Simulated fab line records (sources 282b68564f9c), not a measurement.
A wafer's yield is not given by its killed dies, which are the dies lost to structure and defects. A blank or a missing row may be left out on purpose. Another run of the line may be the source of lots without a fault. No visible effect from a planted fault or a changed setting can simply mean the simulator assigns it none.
A struck lot beside a sound one || flow rit cmos || 17 steps out of a route of 202
Sound: these wafers, L272.4, L272.5, L272.6. The struck wafers were L284.2, L284.4, L284.6. At the end, the cause is stated.
At each step with rows: each side's tool, then ch and its chambers, then its first start. Under that, the readings that differ: sound wafers || struck wafers || difference of the means || sigmas: that difference in standard deviations of wafers without a fault.
alike: words and numbers the same on both sides, and readings whose means are apart by under 2 such deviations; not compared: readings that were withheld, readings missing a value for some wafer, numbers with overlapping values and no deviation given by the record, and bounds like >300 which may hide the same value.
Wherever a step has rows on one side only, a row that says differs or no value, or a row with sigmas, the two part there. Numbers that don't overlap but have no deviation are shown without sigmas and don't part them. Lack of a reading on every wafer of one side parts them only where that side has two or more wafers.

first, 1 step without rows for these wafers: RIT_PWELL_DEVELOP_05 (develop time 68 s).
RIT_PWELL_OVL_MEAS_06:
  sound on overlay-01, day 3 14:05; struck on overlay-02, day 6 02:37
  alike: PWELL_OVL
then, 2 steps without rows for these wafers: RIT_PWELL_HARDBAKE_07 (time 120 s); RIT_PWELL_IMPLANT_08.
RIT_PWELL_STRIP_09: strips in O2, time 180 s.
  sound on plasma asher-02 ch 0,1, day 3 14:33; struck on plasma asher-01 ch 0,1, day 6 03:02
  alike: drypump motor current A
  not compared: rf hours counter h
RIT_PWELL_TW_MEAS_10:
  sound on film metro-03, day 3 14:42; struck on film metro-03, day 6 03:14
  alike: PWELL_TW
then, 1 step without rows for these wafers: RIT_WELLDRIVE_ANNEAL_00 (time 14700 s).
RIT_WELLDRIVE_RS_MEAS_01: uses a four-point probe to measure.
  sound on film metro-03, day 3 19:52; struck on film metro-02, day 6 08:23
  alike: NWELL_RS
RIT_WELLDRIVE_RS_MEAS_02: uses a four-point probe to measure.
  sound on film metro-03, day 3 19:59; struck on film metro-02, day 6 08:30
  alike: PWELL_RS
then, 3 steps without rows for these wafers: RIT_NRETRO_HMDS_00 (prime time 60 s); RIT_NRETRO_COAT_01 (resist thk 1300 nm); RIT_NRETRO_SOFTBAKE_02 (time 60 s).
RIT_NRETRO_EXPOSE_03: exposes mask M4, target cd 43900 nm.
  sound on iline stepper-02 ch 0, day 3 20:41; struck on iline stepper-01 ch 0, day 6 09:11
{"reading": "model.NRETRO.overlay x nm (nm)", "sound": "-0.3465 -0.3465 -0.3465", "struck": "1.5e+04 1.5e+04 1.5e+04", "difference": "+1.5e+04", "sigmas": ""}
  alike: mask
then, 2 steps without rows for these wafers: RIT_NRETRO_PEB_04; RIT_NRETRO_DEVELOP_05 (develop time 68 s).
RIT_NRETRO_OVL_MEAS_06:
  sound on overlay-02, day 3 21:05; struck on overlay-02, day 6 09:49
{"reading": "NRETRO_OVL (nm)", "sound": "-1.3 1.9 0.0", "struck": "- - -", "difference": "no value on the struck wafers", "sigmas": ""}
  not compared: hold
RIT_M1_PROBE_99:
  sound wafers here have rows in the record (prober-02, day 5 03:46); struck ones have none

## WHERE THEY PART
First at RIT_NRETRO_OVL_MEAS_06; last, within this record, at RIT_M1_PROBE_99.

WHY: the cause the simulator had injected
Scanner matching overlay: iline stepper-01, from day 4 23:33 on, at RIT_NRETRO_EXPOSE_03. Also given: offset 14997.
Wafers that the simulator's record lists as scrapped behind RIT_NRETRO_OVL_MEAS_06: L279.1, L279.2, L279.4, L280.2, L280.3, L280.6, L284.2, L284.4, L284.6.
